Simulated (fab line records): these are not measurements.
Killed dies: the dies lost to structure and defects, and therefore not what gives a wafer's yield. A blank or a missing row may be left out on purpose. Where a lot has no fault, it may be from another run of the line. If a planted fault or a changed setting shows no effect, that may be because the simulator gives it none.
What tool caused it? :: flow berkeley-cmos170 :: 6 lots with 18 wafers sampled at 3 steps, on a route of 331 steps

## WHAT THE GAUGES READ, wafer by wafer
UCB170_M2_RS_MEAS_02: uses a four-point probe to measure.
lot: L833
measured: day 8 13:28
on: film-metro-02
M2_AL_RS (ohm/sq): 0.0319 0.0316 0.0322

lot: L837
measured: day 8 21:25
on: film-metro-04
M2_AL_RS (ohm/sq): 0.0319 0.0322 0.0321

lot: L836
measured: day 8 23:55
on: film-metro-02
M2_AL_RS (ohm/sq): 0.0321 0.0319 0.0319

lot: L841
measured: day 10 02:36
on: film-metro-01
M2_AL_RS (ohm/sq): 0.0322 0.0327 0.0322

lot: L844
measured: day 11 00:32
on: film-metro-04
M2_AL_RS (ohm/sq): 0.0326 0.0327 0.0328

lot: L850
measured: day 12 04:22
on: film-metro-04
M2_AL_RS (ohm/sq): 0.0327 0.0327 0.0326

## WHAT TOOL EACH LOT RAN ON (gives the tool, then ch and the chambers of the sampled wafers, and finally the start)
lot: L833
UCB170_V1_CVD_00: pecvd-04 ch 0,1,2, day 8 10:33
UCB170_M2_SPUTTER_01: pvd-sputter-01, day 8 13:19

lot: L837
UCB170_V1_CVD_00: pecvd-02 ch 0,1,2, day 8 18:38
UCB170_M2_SPUTTER_01: pvd-sputter-01, day 8 21:17

lot: L836
UCB170_V1_CVD_00: pecvd-01 ch 0,1,2, day 8 21:19
UCB170_M2_SPUTTER_01: pvd-sputter-02, day 8 23:49

lot: L841
UCB170_V1_CVD_00: pecvd-04 ch 0,1,2, day 9 23:43
UCB170_M2_SPUTTER_01: pvd-sputter-03, day 10 02:29

lot: L844
UCB170_V1_CVD_00: pecvd-01 ch 0,1,2, day 10 20:49
UCB170_M2_SPUTTER_01: pvd-sputter-01, day 11 00:25

lot: L850
UCB170_V1_CVD_00: pecvd-02 ch 1,2, day 12 01:56
UCB170_M2_SPUTTER_01: pvd-sputter-03, day 12 04:16
- UCB170_V1_CVD_00: deposits SiO2 from TEOS/O2, target thk 2000 nm, time 250 s.
- UCB170_M2_SPUTTER_01: material Al, target thk 900 nm, time 120 s.

## THE ANSWER, worked out from the rows above alone
Rule: what is usual is taken from the lots themselves. The widest of any qualifying gaps counts: lots, ordered by their means at a reading, are off when they make up no more than a third of the lots, leave a main group of 4 or more, and stand apart from it by 3 or more times the standard deviation of that group's means. A main group whose means are all the same, to the digits that the tables above print for the reading, isn't used. Also off: a lot with no number at a reading for which 4 or more lots have one. Where the step has rows for the other lots, those lots are counted as sound.
No lot is off at any reading shown: from this, nothing can be told.

## WHAT THE SIMULATOR HAD INSERTED
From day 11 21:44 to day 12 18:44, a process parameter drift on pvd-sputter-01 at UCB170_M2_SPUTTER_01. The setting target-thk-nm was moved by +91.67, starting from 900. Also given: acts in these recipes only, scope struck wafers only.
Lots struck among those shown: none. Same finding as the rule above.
